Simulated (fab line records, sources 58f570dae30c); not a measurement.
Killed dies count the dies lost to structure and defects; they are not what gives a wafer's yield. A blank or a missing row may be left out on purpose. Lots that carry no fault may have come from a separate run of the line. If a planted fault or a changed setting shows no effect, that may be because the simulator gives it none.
8D (eight disciplines) problem report, filled in by code    flow berkeleyCmos170    the parts of the form that need people (team, actions taken, sign-off) are left out

== 1. WHAT WENT WRONG ==
Wafers without a fault read 490.3 W, standard deviation 2.7; rfFwdPowerW at UCB170_ZERO_ETCH_06 reads a mean of 408.6 W on 6 wafers belonging to 2 lots. Measured from the usual mean, that is -30 standard deviations.
The step: etches SiO2 in CHF3/CF4/Ar, time 12 s.
Seen first at day 3 19:44 on rieDiel-03, wafer L713.2. The record holds 42 wafers of 14 lots with a number at this step. By rule, "out" or "out of limits" means more than 4 standard deviations away from the usual mean. The rest of the wafers with a number are treated as sound.

== 2. WHAT IT IS; WHAT IT IS NOT ==
question                     is                      is not
which readings at this step  rfFwdPowerW             CHF3_flow_sccm, drypumpMotorCurrentA, oesProductAu, throttleValvePct
which lots                   L713, L716              L703, L704, L705, L706, L707, L708, L709, L710, L711, L714, L724, L726
which wafers of those lots   all that have a number  -
read on which tools          rieDiel-03              rieDiel-01, rieDiel-02
when                         from day 3 19:44        up to then (27 sound wafers); but 9 sound wafers of L714, L724, L726 came after

== 3. SUSPECTS, AND WHAT RULES EACH OUT ==
Counting: a tool at any process step up to the reading remains a suspect when it ran all the lots that are out and ran no sound lot after the first of those.
- rieDiel-03 at UCB170_ZERO_ETCH_06 (etches SiO2 in CHF3/CF4/Ar, time 12 s): kept. It processed each lot that is out, first L713 at day 3 19:44, and no sound lot thereafter; up to then, the last sound lot it processed was L711 at day 3 08:44. Its own rfFwdPowerW readings are out on those wafers.
Remaining after the count: rieDiel-03 at UCB170_ZERO_ETCH_06.

== 4. THE CAUSE (what the simulator had put in) ==
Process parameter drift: rieDiel-03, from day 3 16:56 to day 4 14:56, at UCB170_ZERO_ETCH_06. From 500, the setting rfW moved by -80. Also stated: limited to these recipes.
This tool alone remained once counting was done.

== 5. THE CHAIN OF EFFECTS, in route order ==
Each row: a reading whose mean over the struck wafers that have a number lies more than 3 standard deviations from the usual. Readings are gone through only where the record gives a usual standard deviation; hours: the median, over the lots, of the time from a lot's start at the first step in this table giving one to that lot's start at this step; sigmas: the change measured in usual standard deviations.
hours  step                 reading      usual    on struck wafers  change  sigmas
0      UCB170_ZERO_ETCH_06  rfFwdPowerW  490.3 W  408.6             -81.7   -30
Process steps it contains:
- UCB170_ZERO_ETCH_06: etches SiO2 in CHF3/CF4/Ar, time 12 s.
Later steps that measure or inspect, where all struck wafers having a row at the step show a number for every such reading and not one has moved that far: UCB170_SILICIDE_THK_MEAS_03, UCB170_M3_BOW_MEAS_20.

== 6. HOW IT WOULD HAVE BEEN CAUGHT EARLIER ==
In this record no reading fell out of limits until day 3 19:44, 3 hours after the fault had begun at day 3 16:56.
